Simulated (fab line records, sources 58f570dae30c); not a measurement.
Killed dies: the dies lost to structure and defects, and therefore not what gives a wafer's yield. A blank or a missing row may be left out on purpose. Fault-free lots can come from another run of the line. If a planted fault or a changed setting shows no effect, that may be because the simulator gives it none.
A lot that was struck, set against a sound lot -- flow berkeley_cmos170 -- 19 out of 331 route steps
Sound: wafers L487.3, L487.4, L487.5. Wafers struck: L498.1, L498.3, L498.6. The cause is named last.
For every step that has rows: the tool of each side, followed by ch and its chambers, followed by its first start. Under that, the readings that differ: sound wafers -- struck wafers -- difference of the means -- sigmas: that difference in standard deviations of wafers without a fault.
alike: same words and numbers on both sides, and readings whose means sit less than 2 such deviations apart. not compared: any withheld reading, any reading some wafer has no value for, any bound like >300 that may hide the same value, and any number with overlapping values for which the record gives no deviation.
Wherever a step has rows on one side only, a row that says differs or no value, or a row with sigmas, the two part there. Numbers that don't overlap but have no deviation are shown without sigmas and don't part them. A reading missing from all wafers of one side parts the sides only when that side holds two or more wafers.

first, 5 steps without rows for these wafers: UCB170_PSD_COAT_01 (resist thk 900 nm); UCB170_PSD_SOFTBAKE_02 (time 60 s); UCB170_PSD_EXPOSE_03 (exposes mask PSELECT MOD, target cd 1200 nm); UCB170_PSD_PEB_04; UCB170_PSD_DEVELOP_05 (develop time 45 s).
UCB170_PSD_CD_MEAS_06 targets a cd of 1200 nm.
  sound: cd_sem-01 at day 8 06:28; struck: cd_sem-01 at day 10 12:16
  alike: cd_nm
UCB170_PSD_OVL_MEAS_07:
  sound: overlay-01 at day 8 06:33; struck: overlay-02 at day 10 12:23
  alike: PSD_OVL
after that, 1 step had no rows for these wafers: UCB170_PSD_IMPLANT_08.
UCB170_PSD_STRIP_09: strips in O2.
  sound on plasma_asher-03 ch 0,1, day 8 06:46; struck on plasma_asher-02 ch 1, day 10 12:34
  alike: drypump_motor_current_A, oes_product_au, strip_time_to_endpoint_s
  not compared: rf_hours_counter_h
UCB170_PSD_TW_MEAS_10:
  sound: film_metro-03 at day 8 06:50; struck: film_metro-02 at day 10 12:40
  alike: PSD_TW
then, 2 steps without rows for these wafers: UCB170_PSD_CLEAN_11 (cleans in SPM, time 600 s); UCB170_NSD_HMDS_00 (prime time 60 s).
UCB170_NSD_COAT_01: resist thk 900 nm.
  struck on litho_track-04, day 10 14:51; sound on litho_track-01 ch 0, day 8 07:39
  no value came back on the struck wafers for chill_plate_temp_C (C), dispense_pressure_kPa (kPa); on the sound wafers chill_plate_temp_C (C) reads 23.06 23.03 23.02
then, 4 steps without rows for these wafers: UCB170_NSD_SOFTBAKE_02 (time 60 s); UCB170_NSD_EXPOSE_03 (exposes mask NSELECT MOD, target cd 1200 nm); UCB170_NSD_PEB_04; UCB170_NSD_DEVELOP_05 (develop time 45 s).
UCB170_NSD_CD_MEAS_06 targets a cd of 1200 nm.
  sound: cd_sem-01 at day 8 08:56; struck: cd_sem-02 at day 10 16:47
reading,sound,struck,difference,sigmas
cd_nm (nm),1199.7 1200.0 1200.7,- - -,no value on the struck wafers,
UCB170_NSD_OVL_MEAS_07:
  sound: overlay-02 at day 8 09:02; struck: overlay-02 at day 10 16:54
reading,sound,struck,difference,sigmas
NSD_OVL (nm),-6 -2 -6,- - -,no value on the struck wafers,

WHERE THEY PART
First at UCB170_NSD_COAT_01; last, within this record, at UCB170_NSD_OVL_MEAS_07.

WHY: what the simulator had put in
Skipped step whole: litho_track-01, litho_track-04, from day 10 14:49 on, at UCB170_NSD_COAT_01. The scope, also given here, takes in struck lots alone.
